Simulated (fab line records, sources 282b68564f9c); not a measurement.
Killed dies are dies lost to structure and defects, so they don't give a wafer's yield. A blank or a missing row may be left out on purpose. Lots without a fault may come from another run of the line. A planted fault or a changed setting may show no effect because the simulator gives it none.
Split-lot experiment | flow rit_cmos | 5 lots, 23 wafers read, on a route of 202 steps

THE SPLIT
At RIT_ACTIVE_COAT_06 (resist thk 1000 nm), the setting spin_rpm was moved away from the recipe's 3250 rpm on 8 of the 23 wafers read, by -2.7% to +6.6%. The other wafers ran this setting at the recipe's value.

FROM THE SPLIT TO THE READING: what the file shows between them, 4 steps
- RIT_ACTIVE_EXPOSE_08: exposes mask M1, target cd 1400 nm (also split here: dose_mj)
- RIT_ACTIVE_PEB_09
- RIT_ACTIVE_DEVELOP_10: develop time 52.26 s
- RIT_ACTIVE_CD_MEAS_11: target cd 1400 nm

THE READING
NOVOLAK_of_ACTIVE_COAT_06.thk_nm (the simulator's own value, which no gauge read), in nm, at RIT_ACTIVE_HARDBAKE_12 (time 60 s). The file gives no usual value for it. The 15 wafers here that ran the recipe average 884.4 nm, standard deviation 1.7 nm.

wafer  | tool, chamber at the split | spin_rpm as run, rpm | against the recipe | NOVOLAK_of_ACTIVE_COAT_06.thk_nm, nm | against lot-mates on the recipe
L074.1 | litho_track-02, 0          | 3163                 | -2.7%              | 901                                  | +16.0
L074.2 | litho_track-02, 0          | 3250                 | recipe             | 885.6                                | -
L074.3 | litho_track-02, 0          | 3163                 | -2.7%              | 901.1                                | +16.1
L074.4 | litho_track-02, 0          | 3163                 | -2.7%              | 897.7                                | +12.7
L074.5 | litho_track-02, 0          | 3250                 | recipe             | 884.4                                | -
L079.2 | litho_track-04, 0          | 3250                 | recipe             | 882                                  | -
L079.3 | litho_track-04, 0          | 3250                 | recipe             | 885.7                                | -
L079.4 | litho_track-04, 0          | 3250                 | recipe             | 884.6                                | -
L079.5 | litho_track-04, 0          | 3250                 | recipe             | 881.9                                | -
L079.6 | litho_track-04, 0          | 3250                 | recipe             | 882.2                                | -
L080.1 | litho_track-04, 0          | 3466                 | +6.6%              | 857.5                                | -28.5
L080.2 | litho_track-04, 0          | 3466                 | +6.6%              | 859.7                                | -26.3
L080.3 | litho_track-04, 0          | 3250                 | recipe             | 887                                  | -
L080.4 | litho_track-04, 0          | 3466                 | +6.6%              | 860.6                                | -25.4
L080.5 | litho_track-04, 0          | 3250                 | recipe             | 885                                  | -
L081.1 | litho_track-03, 0          | 3458                 | +6.4%              | 860.8                                | -24.7
L081.2 | litho_track-03, 0          | 3250                 | recipe             | 886.5                                | -
L081.3 | litho_track-03, 0          | 3458                 | +6.4%              | 859                                  | -26.5
L081.5 | litho_track-03, 0          | 3250                 | recipe             | 884.2                                | -
L081.6 | litho_track-03, 0          | 3250                 | recipe             | 885.7                                | -
L082.3 | litho_track-04, 0          | 3250                 | recipe             | 885.4                                | -
L082.4 | litho_track-04, 0          | 3250                 | recipe             | 881.7                                | -
L082.6 | litho_track-04, 0          | 3250                 | recipe             | 883.6                                | -

THE FIT
A straight line over all 23 wafers: NOVOLAK_of_ACTIVE_COAT_06.thk_nm changes by -4.08 nm for each +1% of spin_rpm; r = -0.98; the points scatter about the line by 2.3 nm.
The same after taking each lot's own level away (the mean of its wafers on the recipe; 23 wafers): -4.24 nm for each +1%; r = -0.99; scatter 1.9 nm.
On that fit, the largest move of spin_rpm shifts the reading by 28 nm.
The lots' own levels span 883.28 to 886.00 nm, that is 1.6 times the standard deviation above.
So the lot-to-lot level changes the slope little: the two slopes agree.
Check: with one of the wafers moved furthest among these (+6.6%) left out of the fit, the line predicts -27.1 nm for it against its lot-mates. It came out at -28.5 nm against them.

OTHER SPLITS ON THESE WAFERS
These wafers also went through other splits before the reading. Each is held against what the fit with the lots' levels taken away leaves over:
other split on the same wafers | wafers away from the commonest value | r with NOVOLAK_of_ACTIVE_COAT_06.thk_nm (lot level and that fit taken away)
RIT_ACTIVE_EXPOSE_08 dose_mj   | 7                                    | -0.16

THE WHOLE CHAIN: every reading that the file lists as answering this split, in the file's order
step                   | what it does       | reading                                                                           | change (the file's fit)              | r (the file's)
RIT_ACTIVE_COAT_06     | resist thk 1000 nm | NOVOLAK_of_ACTIVE_COAT_06.thk_nm (the simulator's own value, which no gauge read) | -4.72 nm for each +1% of the setting | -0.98
RIT_ACTIVE_HARDBAKE_12 | time 60 s          | NOVOLAK_of_ACTIVE_COAT_06.thk_nm (the simulator's own value, which no gauge read) | -4.13 nm for each +1% of the setting | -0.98

THE FILE'S OWN FIT
NOVOLAK_of_ACTIVE_COAT_06.thk_nm changes by -4.13 nm for each +1% of spin_rpm, r = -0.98.
